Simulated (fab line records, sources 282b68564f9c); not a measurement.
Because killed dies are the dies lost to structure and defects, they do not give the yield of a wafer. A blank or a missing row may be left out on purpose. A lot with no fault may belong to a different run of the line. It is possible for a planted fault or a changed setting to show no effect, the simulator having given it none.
fab line records :: flow rit-cmos
record
  lots=6
  wafers=18
  last-day=7
route steps=202 shown PLDD@116 SPACER@125 M1@202
lots that met no fault: taken from a fault-free run of the same line
start-h: hours from the record's first day to the start of the lot's first wafer shown :: wait-h: hours from the lot's prior step to this one :: " identical to the entry in the row above :: L1.1+2: one row covering several wafers at once :: - value missing, or start not given :: * or withheld: withheld :: < > ~ a bound
route shown NAME@n: NAME is a module with steps in the file, n the number in the route of the first one :: usual: the fault-free wafers' mean and standard deviation :: same: alike in all rows :: chamber/n: place in a boat :: sites: readings site by site :: _std_site: the standard deviation of these :: _edge_site: inner sites' mean taken away from outer sites' mean :: radius-mm: how far each site lies from the wafer's centre :: mask NAME#n: copy n :: behind: the tool/chamber that last shaped the wafer :: hold: why the lot went on hold/how many hours it stayed there/how the hold came to an end :: device: whichever transistor did not switch (one of n, p or np) :: end of line: the same wafers' tests at the end of the route :: for a step that has no rows: nothing shown but its recipe :: killed: dies lost to structure and defects at the first sort, not the wafer's yield :: map: per-die view of a wafer (x killed, . not killed, _ where there is no die)
set.NAME: the run value of the setting; set.NAME@STEP: its run value at that earlier step :: model.NAME: the simulator's own value behind a step, which no gauge read
lots at selected steps of the route; one table per step, one row per wafer
services: the hour from which a tool's chamber was out of use, counted from the record's first day as start-h (under 0 if before that day), plus the number of hours and why
## steps
# step RIT_PLDD_SOFTBAKE_02
# recipe
  resist=NOVOLAK
  temp-c=90
  time-s=60
# step RIT_PLDD_EXPOSE_03
# recipe
  mask-id=M8
  na=0.57
  target-cd-nm=40900
  dose-mj=250
# step RIT_PLDD_PEB_04
# recipe
  resist=NOVOLAK
  temp-c=withheld
  time-s=withheld
# step RIT_PLDD_DEVELOP_05
# recipe
  resist=NOVOLAK
  develop-time-s=50
  dev-temp-c=23
# step RIT_PLDD_OVL_MEAS_06
# usual
  PLDD_OVL=-0.3/1.3
lot.wafer: L736.2
tool: overlay-02
chamber: -
start-h: 64.09
wait-h: -
PLDD_OVL[nm]: -2.2

lot.wafer: L736.3
tool: overlay-02
chamber: -
start-h: 64.09
wait-h: -
PLDD_OVL[nm]: -1.3

lot.wafer: L736.4
tool: overlay-02
chamber: -
start-h: 64.09
wait-h: -
PLDD_OVL[nm]: -1.8

lot.wafer: L740.2
tool: overlay-01
chamber: -
start-h: 80.54
wait-h: -
PLDD_OVL[nm]: 0.8

lot.wafer: L740.4
tool: overlay-01
chamber: -
start-h: 80.54
wait-h: -
PLDD_OVL[nm]: -1.7

lot.wafer: L740.6
tool: overlay-01
chamber: -
start-h: 80.54
wait-h: -
PLDD_OVL[nm]: -0.4

lot.wafer: L742.2
tool: overlay-01
chamber: -
start-h: 91.06
wait-h: -
PLDD_OVL[nm]: -2.2

lot.wafer: L742.3
tool: overlay-01
chamber: -
start-h: 91.06
wait-h: -
PLDD_OVL[nm]: -1.8

lot.wafer: L742.5
tool: overlay-01
chamber: -
start-h: 91.06
wait-h: -
PLDD_OVL[nm]: 0.2

lot.wafer: L746.2
tool: overlay-01
chamber: -
start-h: 114.39
wait-h: -
PLDD_OVL[nm]: 1.7

lot.wafer: L746.3
tool: overlay-01
chamber: -
start-h: 114.39
wait-h: -
PLDD_OVL[nm]: -0.6

lot.wafer: L746.5
tool: overlay-01
chamber: -
start-h: 114.39
wait-h: -
PLDD_OVL[nm]: -0.5

lot.wafer: L753.3
tool: overlay-01
chamber: -
start-h: 144.78
wait-h: -
PLDD_OVL[nm]: -1.0

lot.wafer: L753.5
tool: overlay-01
chamber: -
start-h: 144.78
wait-h: -
PLDD_OVL[nm]: -0.4

lot.wafer: L753.6
tool: overlay-01
chamber: -
start-h: 144.78
wait-h: -
PLDD_OVL[nm]: -1.9

lot.wafer: L756.3
tool: overlay-02
chamber: -
start-h: 161.26
wait-h: -
PLDD_OVL[nm]: 0.8

lot.wafer: L756.4
tool: overlay-02
chamber: -
start-h: 161.26
wait-h: -
PLDD_OVL[nm]: 3.0

lot.wafer: L756.6
tool: overlay-02
chamber: -
start-h: 161.26
wait-h: -
PLDD_OVL[nm]: -0.2
# step RIT_PLDD_HARDBAKE_07
# recipe
  resist=NOVOLAK
  temp-c=140
  time-s=60
# step RIT_PLDD_IMPLANT_08
# recipe
  species=BF2
  energy-kev=20
  dose-cm2=9e+14
  tilt-deg=7
# step RIT_PLDD_STRIP_09
# recipe
  chemistry=O2
  time-s=180
  resist=NOVOLAK
  platen-temp-c=withheld
  power-w=500
  pressure-mtorr=4000
  o2-flow-sccm=4000
# usual
  drypump-motor-current-A=6.0/0.32
  rf-refl-power-W=7.0/0.55
lot.wafer: L736.2
tool: plasma-asher-04
chamber: 1
start-h: 64.42
wait-h: 0.1
drypump-motor-current-A: 5.7
rf-hours-counter-h: 44
rf-refl-power-W: 7.1

lot.wafer: L736.3
tool: plasma-asher-04
chamber: 0
start-h: 64.42
wait-h: 0.1
drypump-motor-current-A: 6.4
rf-hours-counter-h: -
rf-refl-power-W: 6.0

lot.wafer: L736.4
tool: plasma-asher-04
chamber: 1
start-h: 64.42
wait-h: 0.1
drypump-motor-current-A: 5.7
rf-hours-counter-h: -
rf-refl-power-W: 7.3

lot.wafer: L740.2
tool: plasma-asher-02
chamber: 0
start-h: 80.87
wait-h: 0.1
drypump-motor-current-A: 6.2
rf-hours-counter-h: 29
rf-refl-power-W: 7.4

lot.wafer: L740.4
tool: plasma-asher-02
chamber: 0
start-h: 80.87
wait-h: 0.1
drypump-motor-current-A: 6.2
rf-hours-counter-h: -
rf-refl-power-W: 7.6

lot.wafer: L740.6
tool: plasma-asher-02
chamber: 1
start-h: 80.87
wait-h: 0.1
drypump-motor-current-A: 5.7
rf-hours-counter-h: -
rf-refl-power-W: 7.3

lot.wafer: L742.2
tool: plasma-asher-01
chamber: 0
start-h: 91.39
wait-h: 0.1
drypump-motor-current-A: 5.2
rf-hours-counter-h: 45
rf-refl-power-W: 6.0

lot.wafer: L742.3
tool: plasma-asher-01
chamber: 0
start-h: 91.39
wait-h: 0.1
drypump-motor-current-A: 5.2
rf-hours-counter-h: -
rf-refl-power-W: 6.0

lot.wafer: L742.5
tool: plasma-asher-01
chamber: 0
start-h: 91.39
wait-h: 0.1
drypump-motor-current-A: 5.2
rf-hours-counter-h: -
rf-refl-power-W: 6.2

lot.wafer: L746.2
tool: plasma-asher-04
chamber: 1
start-h: 114.72
wait-h: 0.1
drypump-motor-current-A: 5.7
rf-hours-counter-h: 49
rf-refl-power-W: 7.2

lot.wafer: L746.3
tool: plasma-asher-04
chamber: 1
start-h: 114.72
wait-h: 0.1
drypump-motor-current-A: 5.7
rf-hours-counter-h: -
rf-refl-power-W: 6.9

lot.wafer: L746.5
tool: plasma-asher-04
chamber: 0
start-h: 114.72
wait-h: 0.1
drypump-motor-current-A: 6.3
rf-hours-counter-h: -
rf-refl-power-W: 6.1

lot.wafer: L753.3
tool: plasma-asher-04
chamber: 1
start-h: 145.16
wait-h: 0.1
drypump-motor-current-A: 5.8
rf-hours-counter-h: -
rf-refl-power-W: 7.3

lot.wafer: L753.5
tool: plasma-asher-04
chamber: 0
start-h: 145.16
wait-h: 0.1
drypump-motor-current-A: 6.4
rf-hours-counter-h: -
rf-refl-power-W: 6.1

lot.wafer: L753.6
tool: plasma-asher-04
chamber: 1
start-h: 145.16
wait-h: 0.1
drypump-motor-current-A: 5.8
rf-hours-counter-h: -
rf-refl-power-W: 7.2

lot.wafer: L756.3
tool: plasma-asher-01
chamber: 0
start-h: 161.65
wait-h: 0.1
drypump-motor-current-A: 5.2
rf-hours-counter-h: -
rf-refl-power-W: 6.1

lot.wafer: L756.4
tool: plasma-asher-01
chamber: 1
start-h: 161.65
wait-h: 0.1
drypump-motor-current-A: 6.1
rf-hours-counter-h: -
rf-refl-power-W: 8.1

lot.wafer: L756.6
tool: plasma-asher-01
chamber: 0
start-h: 161.65
wait-h: 0.1
drypump-motor-current-A: 5.2
rf-hours-counter-h: -
rf-refl-power-W: 6.2
# step RIT_PLDD_TW_MEAS_10
# usual
  PLDD_TW=2353/16
lot.wafer: L736.2
tool: film-metro-04
chamber: -
start-h: 64.61
wait-h: 0.1
PLDD_TW: 2354

lot.wafer: L736.3
tool: film-metro-04
chamber: -
start-h: 64.61
wait-h: 0.1
PLDD_TW: 2359

lot.wafer: L736.4
tool: film-metro-04
chamber: -
start-h: 64.61
wait-h: 0.1
PLDD_TW: 2361

lot.wafer: L740.2
tool: film-metro-04
chamber: -
start-h: 81.05
wait-h: 0.1
PLDD_TW: 2373

lot.wafer: L740.4
tool: film-metro-04
chamber: -
start-h: 81.05
wait-h: 0.1
PLDD_TW: 2359

lot.wafer: L740.6
tool: film-metro-04
chamber: -
start-h: 81.05
wait-h: 0.1
PLDD_TW: 2372

lot.wafer: L742.2
tool: film-metro-03
chamber: -
start-h: 91.58
wait-h: 0.1
PLDD_TW: 2371

lot.wafer: L742.3
tool: film-metro-03
chamber: -
start-h: 91.58
wait-h: 0.1
PLDD_TW: 2372

lot.wafer: L742.5
tool: film-metro-03
chamber: -
start-h: 91.58
wait-h: 0.1
PLDD_TW: 2376

lot.wafer: L746.2
tool: film-metro-04
chamber: -
start-h: 114.91
wait-h: 0.1
PLDD_TW: 2367

lot.wafer: L746.3
tool: film-metro-04
chamber: -
start-h: 114.91
wait-h: 0.1
PLDD_TW: 2361

lot.wafer: L746.5
tool: film-metro-04
chamber: -
start-h: 114.91
wait-h: 0.1
PLDD_TW: 2376

lot.wafer: L753.3
tool: film-metro-03
chamber: -
start-h: 145.30
wait-h: 0.1
PLDD_TW: 2382

lot.wafer: L753.5
tool: film-metro-03
chamber: -
start-h: 145.30
wait-h: 0.1
PLDD_TW: 2358

lot.wafer: L753.6
tool: film-metro-03
chamber: -
start-h: 145.30
wait-h: 0.1
PLDD_TW: 2376

lot.wafer: L756.3
tool: film-metro-04
chamber: -
start-h: 161.78
wait-h: 0.1
PLDD_TW: 2362

lot.wafer: L756.4
tool: film-metro-04
chamber: -
start-h: 161.78
wait-h: 0.1
PLDD_TW: 2352

lot.wafer: L756.6
tool: film-metro-04
chamber: -
start-h: 161.78
wait-h: 0.1
PLDD_TW: 2353
# step RIT_SPACER_CLEAN_00
# recipe
  chemistry=SC1
  mix=3:3:50
  time-s=600
  temp-c=75
# step RIT_SPACER_CLEAN_01
# recipe
  chemistry=dHF
  dilution=50:1
  time-s=30
# step RIT_SPACER_CLEAN_02
# recipe
  chemistry=SC2
  mix=3:3:50
  time-s=600
  temp-c=75
  dry=n2-spin
# step RIT_SPACER_CVD_03
# recipe
  material=Si3N4
  target-thk-nm=250
  temp-c=810
  precursor=SiH2Cl2/NH3
  time-s=3300
  pressure-mtorr=300
  sih2cl2-flow-sccm=60
  nh3-flow-sccm=150
# usual
  sih2cl2-flow-sccm=59.97/0.18
  spike-tc-centre-C=812.1/1.8
  spike-tc-load-C=832.1/2
  spike-tc-source-C=831.3/2.6
  susceptor-temp-C=809.9/0.33
lot.wafer: L736.2
tool: lpcvd-01
chamber: 1
start-h: 65.04
wait-h: 0.0
sih2cl2-flow-sccm: 59.76
spike-tc-centre-C: 814.1
spike-tc-load-C: 833.3
spike-tc-source-C: 827.3
susceptor-temp-C: 809.8
model.Si3N4_of_SPACER_CVD_03.thk-nm: 249.2

lot.wafer: L736.3
tool: lpcvd-01
chamber: 1
start-h: 65.04
wait-h: 0.0
sih2cl2-flow-sccm: 59.81
spike-tc-centre-C: 813.0
spike-tc-load-C: 833.4
spike-tc-source-C: 828.1
susceptor-temp-C: 809.4
model.Si3N4_of_SPACER_CVD_03.thk-nm: 250.3

lot.wafer: L736.4
tool: lpcvd-01
chamber: 1
start-h: 65.04
wait-h: 0.0
sih2cl2-flow-sccm: 59.71
spike-tc-centre-C: 814.7
spike-tc-load-C: 833.9
spike-tc-source-C: 827.7
susceptor-temp-C: 809.5
model.Si3N4_of_SPACER_CVD_03.thk-nm: 248.8

lot.wafer: L740.2
tool: lpcvd-01
chamber: 1
start-h: 81.47
wait-h: 0.0
sih2cl2-flow-sccm: 59.98
spike-tc-centre-C: 813.8
spike-tc-load-C: 833.2
spike-tc-source-C: 828.3
susceptor-temp-C: 810.0
model.Si3N4_of_SPACER_CVD_03.thk-nm: 251.8

lot.wafer: L740.4
tool: lpcvd-01
chamber: 1
start-h: 81.47
wait-h: 0.0
sih2cl2-flow-sccm: 59.91
spike-tc-centre-C: 812.8
spike-tc-load-C: 832.4
spike-tc-source-C: 828.5
susceptor-temp-C: 810.3
model.Si3N4_of_SPACER_CVD_03.thk-nm: 250.2

lot.wafer: L740.6
tool: lpcvd-01
chamber: 1
start-h: 81.47
wait-h: 0.0
sih2cl2-flow-sccm: 59.94
spike-tc-centre-C: 813.5
spike-tc-load-C: 833.5
spike-tc-source-C: 828.7
susceptor-temp-C: 810.1
model.Si3N4_of_SPACER_CVD_03.thk-nm: 250.8

lot.wafer: L742.2
tool: lpcvd-01
chamber: 1
start-h: 91.99
wait-h: 0.0
sih2cl2-flow-sccm: 59.91
spike-tc-centre-C: 858.6
spike-tc-load-C: 877.7
spike-tc-source-C: 875.3
susceptor-temp-C: 854.8
model.Si3N4_of_SPACER_CVD_03.thk-nm: 423.4

lot.wafer: L742.3
tool: lpcvd-01
chamber: 1
start-h: 91.99
wait-h: 0.0
sih2cl2-flow-sccm: 59.84
spike-tc-centre-C: 859.7
spike-tc-load-C: 877.7
spike-tc-source-C: 874.4
susceptor-temp-C: 854.9
model.Si3N4_of_SPACER_CVD_03.thk-nm: 422.7

lot.wafer: L742.5
tool: lpcvd-01
chamber: 1
start-h: 91.99
wait-h: 0.0
sih2cl2-flow-sccm: 59.95
spike-tc-centre-C: 858.5
spike-tc-load-C: 880.2
spike-tc-source-C: 874.5
susceptor-temp-C: 855.2
model.Si3N4_of_SPACER_CVD_03.thk-nm: 424.6

lot.wafer: L746.2
tool: lpcvd-01
chamber: 1
start-h: 115.32
wait-h: 0.0
sih2cl2-flow-sccm: 59.92
spike-tc-centre-C: 858.2
spike-tc-load-C: 878.6
spike-tc-source-C: 874.4
susceptor-temp-C: 854.5
model.Si3N4_of_SPACER_CVD_03.thk-nm: 420.2

lot.wafer: L746.3
tool: lpcvd-01
chamber: 1
start-h: 115.32
wait-h: 0.0
sih2cl2-flow-sccm: 60.08
spike-tc-centre-C: 858.6
spike-tc-load-C: 876.7
spike-tc-source-C: 874.8
susceptor-temp-C: 854.5
model.Si3N4_of_SPACER_CVD_03.thk-nm: 419.8

lot.wafer: L746.5
tool: lpcvd-01
chamber: 1
start-h: 115.32
wait-h: 0.0
sih2cl2-flow-sccm: 59.73
spike-tc-centre-C: 859.7
spike-tc-load-C: 876.8
spike-tc-source-C: 873.6
susceptor-temp-C: 854.8
model.Si3N4_of_SPACER_CVD_03.thk-nm: 420.4

lot.wafer: L753.3
tool: lpcvd-02
chamber: 1
start-h: 145.70
wait-h: 0.0
sih2cl2-flow-sccm: 60.03
spike-tc-centre-C: 809.4
spike-tc-load-C: 832.9
spike-tc-source-C: 836.6
susceptor-temp-C: 810.3
model.Si3N4_of_SPACER_CVD_03.thk-nm: 250.8

lot.wafer: L753.5
tool: lpcvd-02
chamber: 1
start-h: 145.70
wait-h: 0.0
sih2cl2-flow-sccm: 60.22
spike-tc-centre-C: 811.8
spike-tc-load-C: 833.9
spike-tc-source-C: 833.1
susceptor-temp-C: 810.8
model.Si3N4_of_SPACER_CVD_03.thk-nm: 250.4

lot.wafer: L753.6
tool: lpcvd-02
chamber: 1
start-h: 145.70
wait-h: 0.0
sih2cl2-flow-sccm: 60.14
spike-tc-centre-C: 809.0
spike-tc-load-C: 832.6
spike-tc-source-C: 833.4
susceptor-temp-C: 810.2
model.Si3N4_of_SPACER_CVD_03.thk-nm: 251.3

lot.wafer: L756.3
tool: lpcvd-02
chamber: 1
start-h: 162.21
wait-h: 0.0
sih2cl2-flow-sccm: 60.07
spike-tc-centre-C: 810.8
spike-tc-load-C: 833.8
spike-tc-source-C: 833.8
susceptor-temp-C: 809.8
model.Si3N4_of_SPACER_CVD_03.thk-nm: 249.8

lot.wafer: L756.4
tool: lpcvd-02
chamber: 1
start-h: 162.21
wait-h: 0.0
sih2cl2-flow-sccm: 59.71
spike-tc-centre-C: 809.4
spike-tc-load-C: 832.6
spike-tc-source-C: 834.0
susceptor-temp-C: 809.6
model.Si3N4_of_SPACER_CVD_03.thk-nm: 249.6

lot.wafer: L756.6
tool: lpcvd-02
chamber: 1
start-h: 162.21
wait-h: 0.0
sih2cl2-flow-sccm: 59.70
spike-tc-centre-C: 809.6
spike-tc-load-C: 834.5
spike-tc-source-C: 834.7
susceptor-temp-C: 809.5
model.Si3N4_of_SPACER_CVD_03.thk-nm: 248.1
# step RIT_SPACER_THK_MEAS_04
# recipe
  reads=Si3N4_of_SPACER_CVD_03
# usual
  SPACER_NITRIDE_THK=249.3/2.1
lot.wafer: L736.2
tool: film-metro-03
chamber: -
start-h: 66.97
wait-h: 0.0
hold: -
SPACER_NITRIDE_THK[nm]: 249.2

lot.wafer: L736.3
tool: film-metro-03
chamber: -
start-h: 66.97
wait-h: 0.0
hold: -
SPACER_NITRIDE_THK[nm]: 250.3

lot.wafer: L736.4
tool: film-metro-03
chamber: -
start-h: 66.97
wait-h: 0.0
hold: -
SPACER_NITRIDE_THK[nm]: 249.3

lot.wafer: L740.2
tool: film-metro-01
chamber: -
start-h: 84.36
wait-h: 0.0
hold: -
SPACER_NITRIDE_THK[nm]: 251.8

lot.wafer: L740.4
tool: film-metro-01
chamber: -
start-h: 84.36
wait-h: 0.0
hold: -
SPACER_NITRIDE_THK[nm]: 250.1

lot.wafer: L740.6
tool: film-metro-01
chamber: -
start-h: 84.36
wait-h: 0.0
hold: -
SPACER_NITRIDE_THK[nm]: 250.8

lot.wafer: L742.2
tool: film-metro-03
chamber: -
start-h: 93.92
wait-h: 0.0
hold: await-dispo/0.2h/release
SPACER_NITRIDE_THK[nm]: 422.9

lot.wafer: L742.3
tool: film-metro-03
chamber: -
start-h: 93.92
wait-h: 0.0
hold: await-dispo/0.2h/release
SPACER_NITRIDE_THK[nm]: 422.5

lot.wafer: L742.5
tool: film-metro-03
chamber: -
start-h: 93.92
wait-h: 0.0
hold: await-dispo/0.2h/release
SPACER_NITRIDE_THK[nm]: 424.5

lot.wafer: L742.2
tool: film-metro-03
chamber: -
start-h: 94.15
wait-h: 0.2
hold: -
SPACER_NITRIDE_THK[nm]: 423.1

lot.wafer: L742.3
tool: film-metro-03
chamber: -
start-h: 94.15
wait-h: 0.2
hold: -
SPACER_NITRIDE_THK[nm]: 422.7

lot.wafer: L742.5
tool: film-metro-03
chamber: -
start-h: 94.15
wait-h: 0.2
hold: -
SPACER_NITRIDE_THK[nm]: 424.7

lot.wafer: L746.2
tool: film-metro-01
chamber: -
start-h: 117.25
wait-h: 0.0
hold: await-dispo/0.2h/release
SPACER_NITRIDE_THK[nm]: 420.3

lot.wafer: L746.3
tool: film-metro-01
chamber: -
start-h: 117.25
wait-h: 0.0
hold: await-dispo/0.2h/release
SPACER_NITRIDE_THK[nm]: 419.6

lot.wafer: L746.5
tool: film-metro-01
chamber: -
start-h: 117.25
wait-h: 0.0
hold: await-dispo/0.2h/release
SPACER_NITRIDE_THK[nm]: 420.3

lot.wafer: L746.2
tool: film-metro-01
chamber: -
start-h: 117.48
wait-h: 0.2
hold: -
SPACER_NITRIDE_THK[nm]: 420.3

lot.wafer: L746.3
tool: film-metro-01
chamber: -
start-h: 117.48
wait-h: 0.2
hold: -
SPACER_NITRIDE_THK[nm]: 420.0

lot.wafer: L746.5
tool: film-metro-01
chamber: -
start-h: 117.48
wait-h: 0.2
hold: -
SPACER_NITRIDE_THK[nm]: 419.9

lot.wafer: L753.3
tool: film-metro-04
chamber: -
start-h: 147.64
wait-h: 0.0
hold: -
SPACER_NITRIDE_THK[nm]: 250.8

lot.wafer: L753.5
tool: film-metro-04
chamber: -
start-h: 147.64
wait-h: 0.0
hold: -
SPACER_NITRIDE_THK[nm]: 250.8

lot.wafer: L753.6
tool: film-metro-04
chamber: -
start-h: 147.64
wait-h: 0.0
hold: -
SPACER_NITRIDE_THK[nm]: 251.3

lot.wafer: L756.3
tool: film-metro-03
chamber: -
start-h: 164.14
wait-h: 0.0
hold: -
SPACER_NITRIDE_THK[nm]: 249.8

lot.wafer: L756.4
tool: film-metro-03
chamber: -
start-h: 164.14
wait-h: 0.0
hold: -
SPACER_NITRIDE_THK[nm]: 249.4

lot.wafer: L756.6
tool: film-metro-03
chamber: -
start-h: 164.14
wait-h: 0.0
hold: -
SPACER_NITRIDE_THK[nm]: 248.2
# step RIT_M1_PROBE_99
# usual
  defect-limited-yield=97.5/1.1
  killed_at_M0_to_M3=0.0/0.12
  killed-at-front-end=6.5/2.8
  killed-dies=6.5/2.8
  killed-open=3.2/1.8
  killed-short=3.3/2
  sort_bin_3_pad_short=0.1/0.23
  sort_bin_5_function=1.5/0.77
  sort_bin_6_memory=0.9/0.6
  sort-n-pass=257.5/2.8
  sort-yield-pct=97.5/1.1
# same
  gross-dies=264
  killed_at_M4_up=0
  killed-at-back-side=0
  killed-at-contacts=0
  killed-at-other=0
lot.wafer: L736.2
tool: prober-01
chamber: -
start-h: 78.46
wait-h: 0.1
defect-limited-yield[%]: 97.3
killed_at_M0_to_M3: 0
killed-at-front-end: 7
killed-dies: 7
killed-open: 4
killed-short: 3
sort_bin_3_pad_short[%]: 0
sort_bin_5_function[%]: 1.5
sort_bin_6_memory[%]: 1.1
sort-n-pass: 257.0
sort-yield-pct[%]: 97.3

lot.wafer: L736.3
tool: prober-01
chamber: -
start-h: 78.51
wait-h: 0.2
defect-limited-yield[%]: 96.6
killed_at_M0_to_M3: 1
killed-at-front-end: 8
killed-dies: 9
killed-open: 3
killed-short: 6
sort_bin_3_pad_short[%]: 0.8
sort_bin_5_function[%]: 0.8
sort_bin_6_memory[%]: 1.9
sort-n-pass: 255.0
sort-yield-pct[%]: 96.6

lot.wafer: L736.4
tool: prober-01
chamber: -
start-h: 78.56
wait-h: 0.2
defect-limited-yield[%]: 97.7
killed_at_M0_to_M3: 0
killed-at-front-end: 6
killed-dies: 6
killed-open: 1
killed-short: 5
sort_bin_3_pad_short[%]: 0.4
sort_bin_5_function[%]: 1.5
sort_bin_6_memory[%]: 0.4
sort-n-pass: 258.0
sort-yield-pct[%]: 97.7

lot.wafer: L740.2
tool: prober-01
chamber: -
start-h: 95.36
wait-h: 0.1
defect-limited-yield[%]: 97.7
killed_at_M0_to_M3: 0
killed-at-front-end: 6
killed-dies: 6
killed-open: 4
killed-short: 2
sort_bin_3_pad_short[%]: 0.4
sort_bin_5_function[%]: 0.8
sort_bin_6_memory[%]: 1.1
sort-n-pass: 258.0
sort-yield-pct[%]: 97.7

lot.wafer: L740.4
tool: prober-01
chamber: -
start-h: 95.46
wait-h: 0.2
defect-limited-yield[%]: 97.7
killed_at_M0_to_M3: 0
killed-at-front-end: 6
killed-dies: 6
killed-open: 3
killed-short: 3
sort_bin_3_pad_short[%]: 0
sort_bin_5_function[%]: 1.1
sort_bin_6_memory[%]: 1.1
sort-n-pass: 258.0
sort-yield-pct[%]: 97.7

lot.wafer: L740.6
tool: prober-01
chamber: -
start-h: 95.56
wait-h: 0.2
defect-limited-yield[%]: 98.5
killed_at_M0_to_M3: 0
killed-at-front-end: 4
killed-dies: 4
killed-open: 2
killed-short: 2
sort_bin_3_pad_short[%]: 0
sort_bin_5_function[%]: 1.1
sort_bin_6_memory[%]: 0.4
sort-n-pass: 260.0
sort-yield-pct[%]: 98.5

lot.wafer: L753.3
tool: prober-02
chamber: -
start-h: 158.83
wait-h: 0.2
defect-limited-yield[%]: 97.7
killed_at_M0_to_M3: 0
killed-at-front-end: 6
killed-dies: 6
killed-open: 3
killed-short: 3
sort_bin_3_pad_short[%]: 0
sort_bin_5_function[%]: 1.1
sort_bin_6_memory[%]: 1.1
sort-n-pass: 258.0
sort-yield-pct[%]: 97.7

lot.wafer: L753.5
tool: prober-02
chamber: -
start-h: 158.93
wait-h: 0.2
defect-limited-yield[%]: 97.0
killed_at_M0_to_M3: 0
killed-at-front-end: 8
killed-dies: 8
killed-open: 4
killed-short: 4
sort_bin_3_pad_short[%]: 0.4
sort_bin_5_function[%]: 1.5
sort_bin_6_memory[%]: 1.1
sort-n-pass: 256.0
sort-yield-pct[%]: 97.0

lot.wafer: L753.6
tool: prober-02
chamber: -
start-h: 158.98
wait-h: 0.2
defect-limited-yield[%]: 97.0
killed_at_M0_to_M3: 0
killed-at-front-end: 8
killed-dies: 8
killed-open: 4
killed-short: 4
sort_bin_3_pad_short[%]: 0
sort_bin_5_function[%]: 1.9
sort_bin_6_memory[%]: 1.1
sort-n-pass: 256.0
sort-yield-pct[%]: 97.0
# killed by level:class
L736.2 GATE:geometric-particle:open=3 FOX2:geometric-particle:short=1 GATE:geometric-particle:short=1 REOX:geometric-particle:open=1 SILICIDE:geometric-particle:short=1
L736.3 GATE:geometric-particle:open=2 GATE:geometric-particle:short=2 REOX:geometric-particle:short=1 SPACER:geometric-particle:short=1 SILICIDE:geometric-particle:open=1 SILICIDE:geometric-particle:short=1 M1:geometric-particle:short=1
L736.4 GATE:geometric-particle:short=2 FOX1:geometric-particle:open=1 FOX1:geometric-particle:short=1 SPACER:geometric-particle:short=1 SILICIDE:geometric-particle:short=1
L740.2 ACTIVE:geometric-particle:short=1 GATE:geometric-particle:open=1 REOX:geometric-particle:short=1 REOX:geometric-particle:open=1 SPACER:geometric-particle:open=1 SILICIDE:geometric-particle:open=1
L740.4 GATE:geometric-particle:open=2 SPACER:geometric-particle:short=2 FOX1:geometric-particle:short=1 REOX:geometric-particle:open=1
L740.6 GATE:geometric-particle:short=2 REOX:geometric-particle:open=2
L753.3 GATE:geometric-particle:open=2 FOX1:geometric-particle:short=1 FOX1:geometric-particle:open=1 GATE:geometric-particle:short=1 SILICIDE:geometric-particle:short=1
L753.5 GATE:geometric-particle:short=3 GATE:geometric-particle:open=3 FOX1:geometric-particle:short=1 REOX:geometric-particle:open=1
L753.6 GATE:geometric-particle:short=2 GATE:geometric-particle:open=2 FOX1:geometric-particle:short=1 REOX:geometric-particle:open=1 SPACER:geometric-particle:short=1 SILICIDE:geometric-particle:open=1
## services
tool: plasma-asher-01
chamber: -
start-h: 75.98
hours: 2.8
kind: pm

tool: plasma-asher-01
chamber: -
start-h: 108.75
hours: 9.0
kind: pm

tool: plasma-asher-01
chamber: 0
start-h: 108.75
hours: 9.0
kind: vent-cycle

tool: plasma-asher-01
chamber: 1
start-h: 108.75
hours: 9.0
kind: vent-cycle

tool: plasma-asher-01
chamber: 0
start-h: 117.75
hours: -
kind: clean

tool: plasma-asher-01
chamber: 1
start-h: 117.75
hours: -
kind: clean

tool: plasma-asher-02
chamber: -
start-h: 119.58
hours: 1.3
kind: repair

tool: plasma-asher-01
chamber: -
start-h: 123.57
hours: 7.8
kind: repair
## key
first-sign
  step=RIT_SPACER_CVD_03
  reading=susceptor-temp-C
  direction=up
  sigmas=99+
  usual=*
  struck=*
effect
  step=RIT_SPACER_CVD_03
  reading=spike-tc-centre-C
  direction=up
  sigmas=26
  usual=812.1
  struck=858.9
effect
  step=RIT_SPACER_THK_MEAS_04
  reading=visit
  direction=added
effect
  step=RIT_SPACER_THK_MEAS_04
  reading=SPACER_NITRIDE_THK
  direction=up
  sigmas=84
  usual=249.3
  struck=421.7
model-effect
  step=RIT_SPACER_CVD_03
  value=Si3N4_of_SPACER_CVD_03.thk-nm
  without=251.5
  struck=421.9
met-at RIT_SPACER_CVD_03
struck-wafers L742.2,L742.3,L742.5,L746.2,L746.3,L746.5
scrapped-behind RIT_SPACER_THK_MEAS_04 L742.2,L742.3,L742.5,L746.2,L746.3,L746.5
onset-between 81.47 91.99
fault
  kind=process-parameter-drift
  tool=lpcvd-01
  chamber=1
  onset-h=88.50
  steps=RIT_SPACER_CVD_03
  channel=temp-c
  offset=*
  shape=step
  end-h=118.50
  acts-in=*
  stated=*
